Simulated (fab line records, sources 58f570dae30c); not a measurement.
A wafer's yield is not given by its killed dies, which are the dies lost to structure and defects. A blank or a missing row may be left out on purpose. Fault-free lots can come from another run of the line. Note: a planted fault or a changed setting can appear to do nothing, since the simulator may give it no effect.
Split-lot trial	flow berkeley-cmos170	23 wafers read from 5 lots, route of 331 steps

== THE SPLIT ITSELF ==
At UCB170_NWELL_OXIDATION_01 (target thk 26.4 nm, ox time 1260 s), the setting ox-time-s was moved away from the recipe's 1260 s on 10 of the 23 wafers read, by -11.2% to -9.7%. The other wafers ran this setting at the recipe's value.

The file shows no step between the split and the reading.

== THE READING ==
Values of NWELL_OXIDE_THK in nm from UCB170_NWELL_THK_MEAS_02. Typical for fault-free wafers on this fab line: 26.3 nm, with standard deviation 0.43 nm.

wafer	tool, chamber at the split	ox-time-s as run, s	against the recipe	NWELL_OXIDE_THK, nm	against lot-mates on the recipe
L076.2	furnace-03, 0	1260	recipe	26.1	-
L076.3	furnace-03, 0	1260	recipe	26.3	-
L076.4	furnace-03, 0	1260	recipe	26.0	-
L081.1	-, -	1138	-9.7%	24.4	no lot-mate on the recipe
L081.2	-, -	1138	-9.7%	23.9	no lot-mate on the recipe
L081.3	-, -	1138	-9.7%	24.1	no lot-mate on the recipe
L081.5	-, -	1138	-9.7%	24.5	no lot-mate on the recipe
L081.6	-, -	1138	-9.7%	24.1	no lot-mate on the recipe
L082.1	-, -	1119	-11.2%	24.1	no lot-mate on the recipe
L082.2	-, -	1119	-11.2%	24.7	no lot-mate on the recipe
L082.3	-, -	1119	-11.2%	24.3	no lot-mate on the recipe
L082.4	-, -	1119	-11.2%	24.6	no lot-mate on the recipe
L082.5	-, -	1119	-11.2%	24.5	no lot-mate on the recipe
L083.1	-, -	1260	recipe	26.2	-
L083.2	-, -	1260	recipe	26.2	-
L083.3	-, -	1260	recipe	26.4	-
L083.4	-, -	1260	recipe	26.2	-
L083.6	-, -	1260	recipe	25.9	-
L084.1	-, -	1260	recipe	26.4	-
L084.2	-, -	1260	recipe	26.7	-
L084.4	-, -	1260	recipe	26.3	-
L084.5	-, -	1260	recipe	26.4	-
L084.6	-, -	1260	recipe	26.6	-

FIT RESULTS
A straight line over all 23 wafers: NWELL_OXIDE_THK changes by +0.185 nm for each +1% of ox-time-s; r = +0.96; the points scatter about the line by 0.29 nm.
Too few moved wafers with a lot-mate on the recipe to fit a line net of each lot's own level.

== THE WHOLE CHAIN: every reading that the file lists as answering this split, in the file's order ==
step	what it does	reading	change (the file's fit)	r (the file's)
UCB170_NWELL_OXIDATION_01	target thk 26.4 nm, ox time 1260 s	SiO2_of_NWELL_OXIDATION_01.thk-nm (the simulator's own value, which no gauge read)	+0.186 nm for each +1% of the setting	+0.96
UCB170_NWELL_THK_MEAS_02		NWELL_OXIDE_THK	+0.185 for each +1% of the setting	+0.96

== FILE'S OWN FIT ==
NWELL_OXIDE_THK changes by +0.185 nm for each +1% of ox-time-s, r = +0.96.
